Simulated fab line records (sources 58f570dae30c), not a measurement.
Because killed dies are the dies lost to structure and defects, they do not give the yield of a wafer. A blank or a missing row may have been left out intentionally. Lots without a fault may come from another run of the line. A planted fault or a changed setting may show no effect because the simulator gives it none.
Split-lot trial + flow berkeleyCmos170 + 23 wafers read across 5 lots, on a route 331 steps long

== SPLIT DETAILS ==
At UCB170_BACKSIDE_COAT_01 (resist thk 900 nm), the setting spinRpm was moved away from the recipe's 1500 rpm on 11 of the 23 wafers read, by -4.1% to +4.8%. The other wafers ran this setting at the recipe's value.

The split's own step is where the reading is taken.

== THE READING ==
KrF_of_BACKSIDE_COAT_01.thkNm (the simulator's own value, which no gauge read), in nm, at UCB170_BACKSIDE_COAT_01 (resist thk 900 nm). The file does not state a usual value for it. Here, 12 wafers ran the recipe; their average is 899.6 nm with a standard deviation of 3.4 nm.

| wafer  | tool, chamber at the split | spinRpm as run, rpm | against the recipe | KrF_of_BACKSIDE_COAT_01.thkNm, nm | against lot-mates on the recipe |
|--------|----------------------------|---------------------|--------------------|-----------------------------------|---------------------------------|
| L076.1 | lithoTrack-02, 0           | 1572                | +4.8%              | 876.8                             | -19.5                           |
| L076.2 | lithoTrack-02, 0           | 1500                | recipe             | 895.8                             | -                               |
| L076.3 | lithoTrack-02, 0           | 1500                | recipe             | 896.8                             | -                               |
| L076.4 | lithoTrack-02, 0           | 1572                | +4.8%              | 877.2                             | -19.1                           |
| L076.5 | lithoTrack-02, 0           | 1572                | +4.8%              | 876.9                             | -19.4                           |
| L082.1 | lithoTrack-04, 0           | 1471                | -1.9%              | 910.7                             | +6.7                            |
| L082.2 | lithoTrack-04, 0           | 1500                | recipe             | 903.9                             | -                               |
| L082.3 | lithoTrack-04, 0           | 1500                | recipe             | 904.1                             | -                               |
| L082.5 | lithoTrack-04, 0           | 1471                | -1.9%              | 910.4                             | +6.4                            |
| L082.6 | lithoTrack-04, 0           | 1471                | -1.9%              | 910.3                             | +6.3                            |
| L084.2 | lithoTrack-03, 0           | 1500                | recipe             | 903.4                             | -                               |
| L084.3 | lithoTrack-03, 0           | 1500                | recipe             | 903.6                             | -                               |
| L084.4 | lithoTrack-03, 0           | 1500                | recipe             | 899.6                             | -                               |
| L085.1 | lithoTrack-04, 0           | 1439                | -4.1%              | 914.6                             | +19.6                           |
| L085.3 | lithoTrack-04, 0           | 1439                | -4.1%              | 916.4                             | +21.4                           |
| L085.4 | lithoTrack-04, 0           | 1500                | recipe             | 895.7                             | -                               |
| L085.5 | lithoTrack-04, 0           | 1439                | -4.1%              | 915.3                             | +20.3                           |
| L085.6 | lithoTrack-04, 0           | 1500                | recipe             | 894.3                             | -                               |
| L083.1 | lithoTrack-02, 0           | 1500                | recipe             | 900.1                             | -                               |
| L083.2 | lithoTrack-02, 0           | 1468                | -2.1%              | 908.3                             | +8.9                            |
| L083.3 | lithoTrack-02, 0           | 1500                | recipe             | 900                               | -                               |
| L083.4 | lithoTrack-02, 0           | 1468                | -2.1%              | 910.5                             | +11.1                           |
| L083.6 | lithoTrack-02, 0           | 1500                | recipe             | 898.1                             | -                               |

FIT RESULTS
A straight line over all 23 wafers: KrF_of_BACKSIDE_COAT_01.thkNm changes by -4.5 nm for each +1% of spinRpm; r = -0.97; the points scatter about the line by 2.9 nm.
The same after taking each lot's own level away (the mean of its wafers on the recipe; 23 wafers): -4.35 nm for each +1%; r = -0.99; scatter 1.7 nm.
According to that fit, moving spinRpm by its largest amount changes the reading by 21 nm.
Across the lots, their own levels run from 895.00 to 904.00 nm, a range of 2.7 times the standard deviation given above.
So the lot-to-lot level changes the slope little: the two slopes agree.
Check: -20.8 nm against its lot-mates is what the line predicts for one of the wafers moved furthest among these (+4.8%) when that wafer is left out of the fit. It came out at -19.5 nm against them.

== OTHER SPLITS ON THESE WAFERS ==
Before the reading, these wafers also passed through other splits. Each is held against what the fit with the lots' levels taken away leaves over:
| other split on the same wafers     | wafers away from the commonest value | r with KrF_of_BACKSIDE_COAT_01.thkNm (lot level and that fit taken away) |
|------------------------------------|--------------------------------------|--------------------------------------------------------------------------|
| UCB170_START_OXIDATION_02 tempC    | 15                                   | -0.18                                                                    |
| UCB170_PWELL_COAT_08 spinRpm       | 4                                    | -0.06                                                                    |
| UCB170_PWELL_IMPLANT_15 doseCm2    | 7                                    | -0.05                                                                    |
| UCB170_ACTIVE_OXIDATION_02 oxTimeS | 18                                   | +0.24                                                                    |
| UCB170_ACTIVE_ETCH_15 timeS        | 4                                    | -0.16                                                                    |
| UCB170_PFIELD_IMPLANT_07 energyKev | 9                                    | +0.22                                                                    |
| UCB170_NVT_COAT_01 resistThkNm     | 8                                    | +0.14                                                                    |
| UCB170_GATE_OXIDATION_01 tempC     | 15                                   | -0.42                                                                    |
| UCB170_PSD_IMPLANT_08 energyKev    | 6                                    | +0.18                                                                    |

== THE WHOLE CHAIN: every reading that the file lists as answering this split, in the file's order ==
| step                     | what it does      | reading                                                                        | change (the file's fit)              | r (the file's) |
|--------------------------|-------------------|--------------------------------------------------------------------------------|--------------------------------------|----------------|
| UCB170_BACKSIDE_COAT_01  | resist thk 900 nm | KrF_of_BACKSIDE_COAT_01.thkNm (the simulator's own value, which no gauge read) | -4.38 nm for each +1% of the setting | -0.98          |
| UCB170_BACKSIDE_STRIP_03 | strips in O2      | stripTimeToEndpointS                                                           | withheld for each +1% of the setting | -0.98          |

== FILE'S OWN FIT ==
KrF_of_BACKSIDE_COAT_01.thkNm changes by -4.38 nm for each +1% of spinRpm, r = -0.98.
